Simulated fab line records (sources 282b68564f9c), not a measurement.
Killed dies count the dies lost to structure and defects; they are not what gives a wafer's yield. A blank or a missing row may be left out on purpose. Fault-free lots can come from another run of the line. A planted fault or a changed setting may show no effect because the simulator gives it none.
fab line records | flow rit-cmos
[record] lots = 14 wafers = 42 last-day = 7
route steps=202 shown ACTIVE@2
lots that met no fault: from a run of the same line without faults
start-h: hours from the record's opening day to when the first of the lot's shown wafers began | wait-h: hours since the lot's step before | " the same as in the row above | L1.1+2: a row that stands for several wafers | - either no value or no given start | * or withheld: withheld | < > ~ a bound
route shown NAME@n: names a module that has steps shown in the file, with the first one's number in the route | usual: the fault-free wafers' mean and standard deviation | same: alike in all rows | chamber/n: place in a boat | sites: each site's reading | _std_site: the standard deviation of these | _edge_site: mean of outer sites minus mean of inner sites | radius-mm: for every site, how far away it sits from the centre of the wafer | mask NAME#n: copy n | behind: tool/chamber where the wafer was last shaped | hold: reason for holding the lot/hours on hold/outcome of the hold | device: transistor that didn't switch, given as n, p or np | end of line: tests run on the same wafers once the route is complete | a step without rows: its recipe alone | killed: at the first sort, the dies lost to defects and structure; wafer yield is something else | map: the dies of a wafer, with x for killed, . for not killed, _ for no die there
set.NAME: setting as actually run; set.NAME@STEP: the setting as run at that earlier step | model.NAME: the simulator's own value behind a step, which no gauge read
route steps across a sampled set of lots; one table per step, one row per wafer
services: a tool's chamber out of use, with start hour (start-h, from the record's first day; less than 0 if before it), hours out, and reason
[[steps]]
[step RIT_ACTIVE_OXIDATION_01]
[recipe] temp-c = 1000 ambient = O2 target-thk-a = 468 ox-time-s = 3360
[usual] spike-tc-centre-C = 1002.3/1.7 spike-tc-load-C = 1026/3.1 tube-center-temp-C = 1000/0.088 tube_center_temp_C_max = 1002.6/0.41
// columns lot.wafer tool chamber start-h wait-h spike-tc-centre-C spike-tc-load-C tube-center-temp-C tube_center_temp_C_max
L485.2 furnace-03 0 15.12 0.1 1004.7 1031 1000 1002.0
L485.3 " 0 " " 1002.8 1031 1000 1003.2
L485.5 " 0 " " 1003.6 1027 999.89 1002.3
L486.4 furnace-01 0 22.35 2.3 1003.3 1021 999.96 1002.5
L486.5 " 0 " " 1003.9 1022 999.98 1003.2
L486.6 " 0 " " 1004.3 1022 999.99 1002.3
L489.4 furnace-01 0 36.24 1.2 1002.4 1022 1000.1 1002.3
L489.5 " 0 " " 1003.0 1020 999.84 1002.3
L489.6 " 0 " " 1002.7 1023 999.92 1001.9
L491.1 furnace-01 0 47.20 2.2 1002.0 1021 999.94 1002.3
L491.3 " 0 " " 1002.9 1022 999.91 1002.2
L491.4 " 0 " " 1001.0 1022 999.86 1002.1
L492.1 furnace-04 0 54.13 4.1 1001.5 1027 999.98 1002.3
L492.3 " 0 " " 1000.3 1028 999.91 1001.7
L492.4 " 0 " " 1001.3 1028 1000.1 1003.3
L493.2 furnace-04 0 66.33 11.3 998.8 1028 999.79 1002.6
L493.4 " 0 " " 1001.1 1027 1000.1 1002.5
L493.5 " 0 " " 1000.6 1029 1000 1002.5
L494.3 furnace-04 0 66.33 6.3 1000.7 1027 999.95 1002.4
L494.4 " 0 " " 1000.6 1028 1000 1002.6
L494.5 " 0 " " 999.9 1027 999.9 1002.3
L495.2 furnace-04 0 66.33 1.3 1000.6 1026 1000.1 1003.2
L495.4 " 0 " " 999.6 1026 999.92 1002.7
L495.6 " 0 " " 1000.3 1027 999.98 1002.3
L496.1 furnace-03 0 75.31 5.3 1002.5 1029 1000.1 1003.3
L496.3 " 0 " " 1002.3 1028 1000 1002.7
L496.6 " 0 " " 1003.6 1030 1000 1001.9
L497.2 furnace-03 0 75.31 0.3 1004.0 1029 999.85 1002.9
L497.3 " 0 " " 1003.2 1029 999.99 1002.0
L497.4 " 0 " " 1004.4 1028 1000.1 1002.4
L501.1 furnace-04 0 95.46 0.4 1001.9 1028 999.83 1002.2
L501.5 " 0 " " 1001.9 1027 1000.1 1002.8
L501.6 " 0 " " 1002.3 1026 1000.1 1002.6
L502.1 furnace-01 0 105.46 5.4 1001.9 1022 999.97 1002.9
L502.2 " 0 " " 1002.5 1021 999.99 1001.9
L502.5 " 0 " " 1003.6 1021 1000 1003.6
L504.1 furnace-04 0 110.66 0.6 988.4 1015 987.88 990.5
L504.3 " 0 " " 988.2 1014 987.92 990.7
L504.5 " 0 " " 989.5 1014 987.99 991.4
L505.1 furnace-04 0 115.40 0.4 988.1 1015 988.04 991.0
L505.3 " 0 " " 988.9 1015 988.06 990.8
L505.5 " 0 " " 988.6 1016 988.03 991.0
[step RIT_ACTIVE_THK_MEAS_02]
[recipe] reads = SiO2_of_ACTIVE_OXIDATION_01
[usual] ACTIVE_OXIDE_THK = 46.6/0.88
// columns lot.wafer tool chamber start-h wait-h ACTIVE_OXIDE_THK[nm]
L485.2 film-metro-03 - 17.06 0.0 46.9
L485.3 " - " " 46.2
L485.5 " - " " 47.2
L486.4 film-metro-02 - 24.31 0.0 46.3
L486.5 " - " " 47.5
L486.6 " - " " 46.4
L489.4 film-metro-02 - 38.20 0.0 46.8
L489.5 " - " " 47.0
L489.6 " - " " 47.1
L491.1 film-metro-03 - 49.13 0.0 45.6
L491.3 " - " " 46.0
L491.4 " - " " 45.8
L492.1 film-metro-03 - 56.06 0.0 45.6
L492.3 " - " " 45.6
L492.4 " - " " 46.0
L493.2 film-metro-03 - 68.27 0.0 45.2
L493.4 " - " " 46.4
L493.5 " - " " 45.1
L495.2 film-metro-01 - 68.27 0.0 46.5
L495.4 " - " " 46.8
L495.6 " - " " 46.2
L494.3 film-metro-02 - 68.28 0.0 45.5
L494.4 " - " " 46.4
L494.5 " - " " 46.3
L496.1 film-metro-03 - 77.24 0.0 46.9
L496.3 " - " " 46.5
L496.6 " - " " 47.0
L497.2 film-metro-02 - 77.25 0.0 46.0
L497.3 " - " " 45.9
L497.4 " - " " 47.0
L501.1 film-metro-01 - 97.39 0.0 49.0
L501.5 " - " " 48.1
L501.6 " - " " 48.6
L502.1 film-metro-02 - 107.39 0.0 45.8
L502.2 " - " " 46.7
L502.5 " - " " 46.3
L504.1 film-metro-02 - 112.60 0.0 41.5
L504.3 " - " " 41.6
L504.5 " - " " 41.6
L505.1 film-metro-03 - 117.33 0.0 40.0
L505.3 " - " " 40.7
L505.5 " - " " 40.7
[[services]]
// columns tool chamber start-h hours kind
furnace-01 - -3.50 3.4 pm
furnace-04 - 20.87 8.5 pm
furnace-04 - 29.39 4.1 pm
furnace-03 - 54.34 3.5 pm
furnace-01 - 75.16 19.3 repair
furnace-01 - 94.50 2.9 pm
furnace-03 - 98.00 2.9 pm
furnace-03 - 99.99 10.3 repair
[[key]]
[first-sign] step = RIT_ACTIVE_OXIDATION_01 reading = tube-center-temp-C direction = down sigmas = 99+ usual = * struck = *
[effect] step = RIT_ACTIVE_OXIDATION_01 reading = tube_center_temp_C_max direction = down sigmas = 28 usual = * struck = *
[effect] step = RIT_ACTIVE_THK_MEAS_02 reading = ACTIVE_OXIDE_THK direction = down sigmas = 6.4 usual = 46.6 struck = 41.0
met-at RIT_ACTIVE_OXIDATION_01
struck-lots L504,L505
tester-left-out L504,L505
onset-between 95.46 110.66
[fault] kind = process-parameter-drift tool = furnace-04 chamber = - onset-h = 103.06 steps = RIT_ACTIVE_OXIDATION_01 channel = temp-c offset = * shape = step end-h = 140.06 acts-in = * stated = *
// tester-left-out: of these lots the tester's yield and bins aren't shown, on N5 and GAA mostly nor the transistor test; their killed dies are dies lost to structure and defects alone, not to doping, threshold or leakage, so they don't give the yield
